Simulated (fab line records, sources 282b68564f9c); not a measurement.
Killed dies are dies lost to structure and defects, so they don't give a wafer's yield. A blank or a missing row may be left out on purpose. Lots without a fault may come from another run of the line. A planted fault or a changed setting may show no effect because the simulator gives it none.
A struck lot beside a sound one | flow rit_cmos | 17 steps out of a route of 202
Sound: wafers L867.2, L867.3, L867.6. Struck: wafers L864.1, L864.2, L864.4. The cause comes at the end.
At each step with rows: each side's tool, then ch and its chambers, then its first start. Under that, the readings that differ: sound wafers | struck wafers | difference of the means | sigmas: that difference in standard deviations of wafers without a fault.
alike: readings whose means differ by less than 2 such deviations, and words and numbers that are the same on both sides. not compared: withheld readings, readings that some wafer has no value for, bounds like >300 that may hide the same value, and numbers for which the record gives no deviation and whose values overlap.
The two part at a step that has a row with sigmas, a row that says differs or no value, or rows on one side only. Numbers that don't overlap but have no deviation are shown without sigmas and don't part them. A reading that every wafer of one side lacks parts them only if that side has two wafers or more.

first, 4 steps without rows for these wafers: RIT_NWELL_SOFTBAKE_02 (time 60 s); RIT_NWELL_EXPOSE_03 (exposes mask M2, target cd 43900 nm); RIT_NWELL_PEB_04; RIT_NWELL_DEVELOP_05 (develop time 68 s).
RIT_NWELL_OVL_MEAS_06:
  sound on overlay-01, day 5 00:53; struck on overlay-01, day 4 09:26
  alike: NWELL_OVL
then, 2 steps without rows for these wafers: RIT_NWELL_HARDBAKE_07 (time 120 s); RIT_NWELL_IMPLANT_08.
RIT_NWELL_STRIP_09: strips in O2, time 180 s.
  sound on plasma_asher-01 ch 0,1, day 5 01:19; struck on plasma_asher-01 ch 0,1, day 4 09:52
  alike: drypump_motor_current_A
  not compared: rf_hours_counter_h
RIT_NWELL_TW_MEAS_10:
  sound on film_metro-02, day 5 01:30; struck on film_metro-03, day 4 10:02
  alike: NWELL_TW
then, 3 steps without rows for these wafers: RIT_PWELL_HMDS_00 (prime time 60 s); RIT_PWELL_COAT_01 (resist thk 1300 nm); RIT_PWELL_SOFTBAKE_02 (time 60 s).
RIT_PWELL_EXPOSE_03: exposes mask M3, target cd 43700 nm.
  sound on iline_stepper-02 ch 0, day 5 02:01; struck on iline_stepper-01 ch 0, day 4 10:41
  reading                       | sound             | struck            | difference | sigmas
  model.PWELL.overlay_x_nm (nm) | -1.13 -1.13 -1.13 | 239.8 239.8 239.8 | +240.9     |
  alike: mask, exposure_dose_mJ_cm2
then, 2 steps without rows for these wafers: RIT_PWELL_PEB_04; RIT_PWELL_DEVELOP_05 (develop time 68 s).
RIT_PWELL_OVL_MEAS_06:
  sound on overlay-02, day 5 02:26; struck on overlay-01, day 4 11:19
  reading        | sound          | struck            | difference | sigmas
  PWELL_OVL (nm) | -2.0 -1.2 -0.9 | 240.4 240.0 240.5 | +241.7     | +99 or more
  not compared: hold
RIT_M1_PROBE_99:
  the record has rows for the sound wafers here (prober-01, day 6 15:47) and none for the struck ones

WHERE THEY PART
First at RIT_PWELL_OVL_MEAS_06; last, within this record, at RIT_M1_PROBE_99.

WHY: what the simulator had put in
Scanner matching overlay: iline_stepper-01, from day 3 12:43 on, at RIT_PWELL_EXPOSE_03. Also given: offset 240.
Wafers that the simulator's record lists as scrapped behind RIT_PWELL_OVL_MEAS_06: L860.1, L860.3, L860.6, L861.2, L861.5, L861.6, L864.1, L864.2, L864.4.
